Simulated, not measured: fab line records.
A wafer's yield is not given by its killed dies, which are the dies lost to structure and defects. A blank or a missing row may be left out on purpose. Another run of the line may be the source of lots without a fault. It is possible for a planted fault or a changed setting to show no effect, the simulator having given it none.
Which tool did it? | flow berkeleyCmos170 | 42 wafers from 14 lots sampled at 6 of the route's 331 steps

## WHAT THE GAUGES SHOWED, per wafer
UCB170_PWELL_THK_MEAS_06.
lot  | measured    | on           | PWELL_NITRIDE_THK (nm)
L337 | day 2 18:47 | filmMetro-04 | 220.9 220.7 220.7
L339 | day 3 05:13 | filmMetro-01 | 217.2 216.7 216.8
L340 | day 3 08:50 | filmMetro-01 | 219.5 218.9 217.5
L341 | day 3 14:52 | filmMetro-03 | 221.9 220.0 222.5
L344 | day 4 05:05 | filmMetro-03 | 220.6 221.4 222.1
L345 | day 4 13:50 | filmMetro-04 | 160.4 161.1 161.4
L346 | day 4 13:50 | filmMetro-03 | 164.6 163.7 164.5
L351 | day 5 15:20 | filmMetro-01 | 221.5 222.2 221.2
L354 | day 6 07:16 | filmMetro-04 | 219.4 220.1 220.2
L356 | day 6 21:01 | filmMetro-04 | 219.3 220.4 219.7
L357 | day 7 07:00 | filmMetro-04 | 225.2 221.9 223.8
L358 | day 7 13:43 | filmMetro-01 | 220.3 217.9 219.2
L359 | day 7 13:44 | filmMetro-04 | 218.7 218.3 217.1
L360 | day 7 23:41 | filmMetro-01 | 217.9 217.9 217.8

UCB170_ACTIVE_THK_MEAS_03.
lot  | measured    | on           | ACTIVE_OXIDE_THK (nm)
L337 | day 3 18:25 | filmMetro-02 | 26.5 26.6 26.9
L339 | day 4 03:07 | filmMetro-04 | 26.8 26.9 26.9
L340 | day 4 09:42 | filmMetro-03 | 26.7 27.0 26.7
L341 | day 4 12:57 | filmMetro-02 | 27.4 27.3 27.1
L344 | day 4 23:20 | filmMetro-02 | 26.8 27.0 26.5
L345 | day 5 10:25 | filmMetro-02 | 27.7 27.9 28.0
L346 | day 5 10:24 | filmMetro-04 | 27.1 27.5 27.4
L351 | day 6 10:40 | filmMetro-03 | 26.8 26.7 26.6
L354 | day 7 09:13 | filmMetro-04 | 26.3 26.3 26.7
L356 | day 8 00:27 | filmMetro-02 | 26.8 26.2 26.8
L357 | day 8 08:58 | filmMetro-04 | 25.9 26.7 26.3
L358 | day 8 15:55 | filmMetro-02 | 26.4 26.1 26.6
L359 | day 8 15:56 | filmMetro-04 | 26.1 25.9 26.6
L360 | day 9 05:39 | filmMetro-04 | 26.6 27.0 26.6

UCB170_GATE_OVL_MEAS_13.
lot  | measured     | on         | GATE_OVL (nm)
L337 | day 6 01:10  | overlay-02 | -4 -4 2
L339 | day 6 07:43  | overlay-02 | 0 -7 -4
L340 | day 6 12:17  | overlay-02 | 4 3 5
L341 | day 6 11:53  | overlay-02 | -3 5 2
L344 | day 7 03:31  | overlay-01 | 4 -1 0
L345 | day 8 02:39  | overlay-01 | 6 -1 -2
L346 | day 8 02:22  | overlay-02 | 4 8 -3
L351 | day 9 03:28  | overlay-01 | 1 6 0
L354 | day 10 03:14 | overlay-02 | -2 -3 1
L356 | day 10 14:08 | overlay-02 | -2 -2 4
L357 | day 10 14:01 | overlay-02 | -7 2 -2
L358 | day 10 21:14 | overlay-02 | 1 6 0
L359 | day 10 21:31 | overlay-01 | 0 -3 2
L360 | day 11 21:10 | overlay-01 | -3 -2 0

UCB170_NLDD_CD_MEAS_06: the cd target is 1200 nm.
lot  | measured     | on       | cdNm (nm)
L337 | day 6 04:28  | cdSem-02 | 1198.3 1197.7 1197.6
L339 | day 6 11:25  | cdSem-01 | 1199.8 1200.0 1200.3
L340 | day 6 16:15  | cdSem-01 | 1199.9 1198.7 1199.9
L341 | day 6 15:57  | cdSem-01 | 1199.0 1197.8 1198.9
L344 | day 7 07:25  | cdSem-01 | 1198.6 1198.9 1199.4
L345 | day 8 05:57  | cdSem-02 | 1201.0 1200.2 1199.5
L346 | day 8 05:41  | cdSem-01 | 1200.5 1201.1 1199.5
L351 | day 9 07:52  | cdSem-02 | 1199.8 1200.1 1200.0
L354 | day 10 06:37 | cdSem-01 | 1200.2 1200.9 1200.0
L356 | day 10 19:50 | cdSem-01 | 1200.3 1201.4 1201.3
L357 | day 10 19:01 | cdSem-01 | 1201.9 1199.7 1200.6
L358 | day 11 00:45 | cdSem-01 | 1199.2 1199.7 1199.8
L359 | day 11 01:02 | cdSem-01 | 1199.9 1200.7 1199.8
L360 | day 12 00:43 | cdSem-01 | 1200.9 1200.2 1200.4

## TOOL THAT RAN EACH LOT (tool first, then ch and the chambers of the sampled wafers, then the start)
lot  | UCB170_PWELL_CVD_05        | UCB170_PWELL_ETCH_14
L337 | lpcvd-02 ch 0, day 2 16:51 | rieDiel-01 ch 1,2, day 2 20:17
L339 | lpcvd-02 ch 1, day 3 03:17 | rieDiel-03 ch 0,2, day 3 06:40
L340 | lpcvd-01 ch 1, day 3 05:58 | rieDiel-02 ch 0,3, day 3 09:46
L341 | lpcvd-02 ch 1, day 3 12:57 | rieDiel-02 ch 0,1,2, day 3 17:09
L344 | lpcvd-01 ch 0, day 4 03:07 | rieDiel-03 ch 0,1,3, day 4 06:27
L345 | lpcvd-02 ch 0, day 4 10:57 | rieDiel-03 ch 0,1,3, day 4 15:14
L346 | lpcvd-02 ch 1, day 4 10:57 | rieDiel-02 ch 0,1, day 4 15:22
L351 | lpcvd-01 ch 0, day 5 13:24 | rieDiel-03 ch 0,1,2, day 5 16:59
L354 | lpcvd-01 ch 1, day 6 05:22 | rieDiel-01 ch 1,2, day 6 08:42
L356 | lpcvd-01 ch 0, day 6 19:05 | rieDiel-02 ch 0,1,2, day 6 22:46
L357 | lpcvd-01 ch 0, day 7 05:05 | rieDiel-03 ch 0,1,3, day 7 08:05
L358 | lpcvd-02 ch 1, day 7 11:49 | rieDiel-01 ch 0,1,3, day 7 14:40
L359 | lpcvd-02 ch 1, day 7 11:49 | rieDiel-03 ch 0,1,2, day 7 14:59
L360 | lpcvd-01 ch 0, day 7 21:44 | rieDiel-01 ch 1,2,3, day 8 00:40
- UCB170_PWELL_CVD_05: deposits Si3N4 from SiH2Cl2/NH3, target thk 220 nm, time 3300 s.
- UCB170_PWELL_ETCH_14: etches Si3N4 in CH3F/Ar/O2, stops on SiO2, target depth 242 nm, time 151 s.

## AS READ BY THE TOOLS THEMSELVES (means over the sampled wafers that have a number; for cases with no such wafer, the mark the record gives instead)
UCB170_PWELL_CVD_05.
lot  | tool     | spikeTcCentreC (C) | spikeTcLoadC (C) | spikeTcSourceC (C) | susceptorTempC (C) | zonePowerSourcePct (%)
L337 | lpcvd-02 | 802.2              | 818.6            | 818.6              | 799.8              | 24.3
L339 | lpcvd-02 | 806.5              | 825.4            | 823.6              | 800.0              | 20.2
L340 | lpcvd-01 | 803.8              | 825.7            | 823.2              | 799.7              | 18.5
L341 | lpcvd-02 | 804.7              | 825.3            | 822.5              | 800.6              | 20.1
L344 | lpcvd-01 | 801.1              | 826.6            | 824.0              | 799.8              | 20.7
L345 | lpcvd-02 | 785.7              | 802.4            | 801.4              | 782.9              | 23.3
L346 | lpcvd-02 | 788.1              | 808.6            | 806.1              | 782.8              | 19.3
L351 | lpcvd-01 | 801.6              | 827.4            | 823.3              | 799.9              | 20.6
L354 | lpcvd-01 | 802.6              | 826.5            | 822.6              | 799.8              | 18.6
L356 | lpcvd-01 | 802.5              | 827.3            | 824.5              | 799.9              | 20.7
L357 | lpcvd-01 | 801.3              | 825.9            | 823.4              | 799.9              | 20.8
L358 | lpcvd-02 | 806.1              | 825.7            | 822.4              | 799.9              | 20.3
L359 | lpcvd-02 | 805.8              | 824.8            | 822.8              | 799.9              | 20.2
L360 | lpcvd-01 | 801.3              | 827.6            | 823.1              | 799.7              | 20.6

UCB170_PWELL_ETCH_14.
lot  | tool       | drypumpMotorCurrentA (A) | mfcArSccm (sccm) | oesProductAu (a.u.) | rfFwdPowerW (W) | throttleValvePct (%)
L337 | rieDiel-01 | 5.5                      | 49.95            | 0.962               | 447.7           | 8.15
L339 | rieDiel-03 | 5.6                      | 49.99            | 0.915               | 447.3           | 7.89
L340 | rieDiel-02 | 5.9                      | 50.10            | 0.919               | 447.4           | 7.92
L341 | rieDiel-02 | 6.2                      | 50.01            | 0.932               | 447.2           | 7.96
L344 | rieDiel-03 | 5.1                      | 49.89            | 0.933               | 448.0           | 7.93
L345 | rieDiel-03 | 5.2                      | 49.98            | 0.776               | 447.2           | 7.93
L346 | rieDiel-02 | 6.6                      | 50.05            | 0.800               | 446.6           | 7.88
L351 | rieDiel-03 | 5.5                      | 50.04            | 0.934               | 447.8           | 7.91
L354 | rieDiel-01 | 5.3                      | 50.10            | 0.958               | 449.1           | 8.19
L356 | rieDiel-02 | 6.2                      | 49.83            | 0.932               | 447.2           | 7.97
L357 | rieDiel-03 | 5.2                      | 49.92            | 0.937               | 448.1           | 7.94
L358 | rieDiel-01 | 5.6                      | 50.01            | 0.943               | 450.1           | 8.09
L359 | rieDiel-03 | 5.6                      | 50.02            | 0.925               | 448.8           | 7.91
L360 | rieDiel-01 | 5.3                      | 49.94            | 0.949               | 448.0           | 8.05

## THE ANSWER, worked out from the rows above alone
Rule: the usual values come from the lots themselves. The widest of any qualifying gaps counts: lots, ordered by their means at a reading, are off when they make up no more than a third of the lots, leave a main group of 4 or more, and stand apart from it by 3 or more times the standard deviation of that group's means. A main group whose means are all the same, to the digits that the tables above print for the reading, isn't used. A lot without any number at a reading at which 4 lots or more have one is off too. Where the step has rows for the other lots, those lots are counted as sound. First the gauges in route order, then the tools' own readings, where a lot's mean is used as printed above. At the first step where some lot is off, the reading lying furthest off is the one used; lots without a number count as furthest.
Off: L345, L346, at UCB170_PWELL_THK_MEAS_06 (PWELL_NITRIDE_THK). Mean 219.9 nm and standard deviation 1.9 in the main group.
A tool fits if, at a process step before that reading, it ran every lot that is off, and no sound lot after the first of them. Not tried: the gauges at UCB170_PWELL_THK_MEAS_06; whatever is off there is also off at UCB170_PWELL_CVD_05, on other tools, and gauge error can't account for it. No candidate that was tried fits.

## WHAT THE SIMULATOR HAD PUT IN
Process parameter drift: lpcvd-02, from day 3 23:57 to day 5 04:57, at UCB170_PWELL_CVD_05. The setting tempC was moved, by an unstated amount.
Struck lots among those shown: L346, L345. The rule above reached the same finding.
